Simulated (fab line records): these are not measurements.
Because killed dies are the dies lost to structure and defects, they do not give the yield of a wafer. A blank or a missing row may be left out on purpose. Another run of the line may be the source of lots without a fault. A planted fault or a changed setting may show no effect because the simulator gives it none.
Code-filled problem report in 8D (eight disciplines) form / flow berkeleyCmos170 / the parts of the form that need people (team, actions taken, sign-off) are left out

1. WHAT IS WRONG
PLDD_TW at UCB170_PLDD_TW_MEAS_11 reads a mean of 933 on 6 wafers of 2 lots; wafers without a fault read 1009 with a standard deviation of 6.9. That is -11 standard deviations from the usual mean.
The first sign was on wafer L789.2 at day 11 01:52, on filmMetro-02. The record has a number at this step for 42 wafers belonging to 14 lots. Rule for "out" (also "out of limits"): further than 4 standard deviations from the usual mean. Any other wafer with a number is counted as sound.

2. WHAT IT IS; WHAT IT IS NOT
question=which readings at this step | is=PLDD_TW | is not=-
question=which lots | is=L789, L791 | is not=L772, L773, L775, L778, L779, L780, L782, L783, L784, L793, L794, L795
question=which wafers of those lots | is=all that have a number | is not=-
question=read on which gauges | is=filmMetro-02, filmMetro-03 | is not=filmMetro-01
question=when | is=from day 11 01:52 | is not=up to then (27 sound wafers); but 9 sound wafers of L793, L794, L795 came after

3. SUSPECTS, AND WHAT RULES EACH OUT
Counting: any tool at a process step up to the reading is kept as a suspect provided that every lot that is out went through it and no sound lot did after the first of them.
- the gauge at UCB170_PLDD_TW_MEAS_11 has been ruled out. Those wafers that are out were read across 2 gauges (filmMetro-02, filmMetro-03).
- rieSi-01 at UCB170_GATE_ETCH_15 (etches poly-Si in HBr/Cl2, stops on SiO2, time 56.3 s, target depth 278.2 nm): ruled out as a lasting fault. The sound lots L794 went through it after L789, its earliest lot that is out (day 10 23:15).
- implanter-04 at UCB170_PLDD_IMPLANT_09: kept. Every lot that is out went through it, starting with L789 (day 11 01:38), and after that it ran no sound lot; the last sound lot it ran before then is L778 (day 8 20:08). On those wafers its own readings are out: doseIonsCm2, faradayCurrentUA.
The count leaves implanter-04 at UCB170_PLDD_IMPLANT_09.

4. THE CAUSE (what the simulator had put in)
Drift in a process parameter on implanter-04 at UCB170_PLDD_IMPLANT_09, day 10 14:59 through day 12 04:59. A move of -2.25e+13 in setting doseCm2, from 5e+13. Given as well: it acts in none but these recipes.
Only this tool survived the counting.

5. THE CHAIN OF EFFECTS, in route order
Each row: a reading where the mean over the struck wafers with a number is more than 3 standard deviations away from the usual. Readings are gone through only where the record gives a usual standard deviation; hours: the median, over the lots, of the time from a lot's start at the first step in this table giving one to that lot's start at this step; sigmas: the change measured in usual standard deviations.
hours=0; step=UCB170_PLDD_IMPLANT_09; reading=doseIonsCm2; usual=5e+13; on struck wafers=3e+13; change=-2e+13; sigmas=-99 or more
hours=0; step=UCB170_PLDD_IMPLANT_09; reading=faradayCurrentUA; usual=159; on struck wafers=88; change=-70; sigmas=-21
hours=0; step=UCB170_PLDD_TW_MEAS_11; reading=PLDD_TW; usual=1009; on struck wafers=933; change=-76; sigmas=-11
hours=16; step=UCB170_SDANNEAL_RS_MEAS_04; reading=PLDD_RS; usual=1031.2 ohm/sq; on struck wafers=1259.1; change=+227.9; sigmas=+95
The process steps in it:
- UCB170_PLDD_IMPLANT_09
Later measuring or inspecting steps at which every struck wafer that the step has a row for has a number for every such reading, and none has moved that far: UCB170_NLDD_CD_MEAS_06.

6. HOW IT WOULD HAVE BEEN CAUGHT EARLIER
In this record the first reading out of limits at a measuring or inspecting step was taken at day 11 01:52, 11 hours after the fault began at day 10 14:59.
At UCB170_PLDD_IMPLANT_09, the tool's own readings (doseIonsCm2, faradayCurrentUA) were out on each struck wafer the step has a row for, so an alarm limit on them would have fired on the first such wafer.
Among the 2 lots that are out, L791 began UCB170_PLDD_IMPLANT_09 on implanter-04 after day 11 01:52. Had the tool been put on hold then, it would have been spared.
